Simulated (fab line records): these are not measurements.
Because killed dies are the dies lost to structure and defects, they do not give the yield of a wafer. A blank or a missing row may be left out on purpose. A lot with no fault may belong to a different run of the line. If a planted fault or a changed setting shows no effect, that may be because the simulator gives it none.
A lot that was struck, set against a sound lot | flow rit_cmos | 14 steps out of a route of 202
Sound: wafers L838.2, L838.3, L838.5. Wafers struck: L846.1, L846.3, L846.5. The cause is given at the end.
For every step that has rows: the tool of each side, followed by ch and its chambers, followed by its first start. Under that, the readings that differ: sound wafers | struck wafers | difference of the means | sigmas: that difference in standard deviations of wafers without a fault.
alike: same words and numbers on both sides, and readings whose means sit less than 2 such deviations apart. not compared: any withheld reading, any reading some wafer has no value for, any bound like >300 that may hide the same value, and any number with overlapping values for which the record gives no deviation.
Wherever a step has rows on one side only, a row that says differs or no value, or a row with sigmas, the two part there. Numbers that have no deviation but don't overlap get no sigmas and don't part them. Lack of a reading on every wafer of one side parts them only where that side has two or more wafers.

RIT_ACTIVE_ETCH_13: etches Si3N4 in SF6, stops on SiO2, time 210 s, target depth 210 nm.
  sound on rie_diel-02 ch 1,3, day 1 14:50; struck on rie_diel-02 ch 0,3, day 3 08:31
  alike: SF6_flow_sccm, chamber_pressure_mTorr, drypump_motor_current_A, oes_product_au, throttle_valve_pct
  not compared: rf_hours_counter_h
RIT_ACTIVE_STRIP_14: strips in O2, time 180 s.
  sound on plasma_asher-04 ch 0,1, day 1 14:58; struck on plasma_asher-03 ch 0,1, day 3 08:39
  alike: drypump_motor_current_A
  not compared: rf_hours_counter_h
RIT_ACTIVE_CD_MEAS_90 targets a cd of 1400 nm.
  sound: cd_sem-01 at day 1 15:10; struck: cd_sem-01 at day 3 08:50
  alike: cd_nm
then, 4 steps without rows for these wafers: RIT_ACTIVE_CLEAN_15 (cleans in SC1, time 600 s); RIT_ACTIVE_CLEAN_16 (cleans in dHF, time 30 s); RIT_ACTIVE_CLEAN_17 (cleans in SC2, time 600 s); RIT_FOX1_OXIDATION_00 (target thk 350.7 nm, ox time 1086 s).
RIT_FOX1_THK_MEAS_01:
  sound: film_metro-03 at day 1 19:32; struck: film_metro-02 at day 3 10:38
  alike: FOX1_OXIDE_THK
then, 2 steps without rows for these wafers: RIT_FOX1_WET_ETCH_02 (etches SiO2 in BOE, target depth 350 nm, time 390 s); RIT_FOX2_OXIDATION_00 (target thk 350.7 nm, ox time 1130 s).
RIT_FOX2_THK_MEAS_01:
  sound: film_metro-04 at day 1 21:01; struck: film_metro-03 at day 3 12:08
  alike: FOX2_OXIDE_THK
then, 1 step without rows for these wafers: RIT_FOX2_CLEAN_02 (cleans in dHF, time 180 s).
RIT_FOX2_WET_ETCH_03: etches Si3N4 in H3PO4, target depth 195 nm, time 2700 s.
  sound on wet_bench-04 ch 3, day 1 21:08; struck on wet_bench-04 ch 2, day 3 12:15
  no value came back on the struck wafers for bath_guard_temp_C (C), bath_heat_duty_pct (%), temp_c (C), time_s (s); on the sound wafers bath_guard_temp_C (C) reads 165.3 164.8 164.9
  reading                                       | sound             | struck            | difference | sigmas
  model.Si3N4_of_ACTIVE_CVD_03.thk_nm (nm)      | 0 0 0             | 131.1 131 132.1   | +131.4     |
  model.SiO2_of_ACTIVE_OXIDATION_01.thk_nm (nm) | 46.89 45.67 45.51 | 50.14 50.44 50.97 | +4.49      |
RIT_M1_PROBE_99:
  sound: prober-02 at day 3 11:13; struck: prober-02 at day 5 09:07
  reading             | sound  | struck      | difference | sigmas
  killed_at_front_end | 7 9 14 | 264 264 264 | +254       | +75
  killed_dies         | 7 9 14 | 264 264 264 | +254       | +75
  killed_on_rim       | 1 3 1  | 70 70 70    | +68        | +53
  alike: killed_open, killed_short

== WHERE THEY PART ==
At RIT_FOX2_WET_ETCH_03 first; at RIT_M1_PROBE_99 last (within this record only).

WHY: what had been put in by the simulator
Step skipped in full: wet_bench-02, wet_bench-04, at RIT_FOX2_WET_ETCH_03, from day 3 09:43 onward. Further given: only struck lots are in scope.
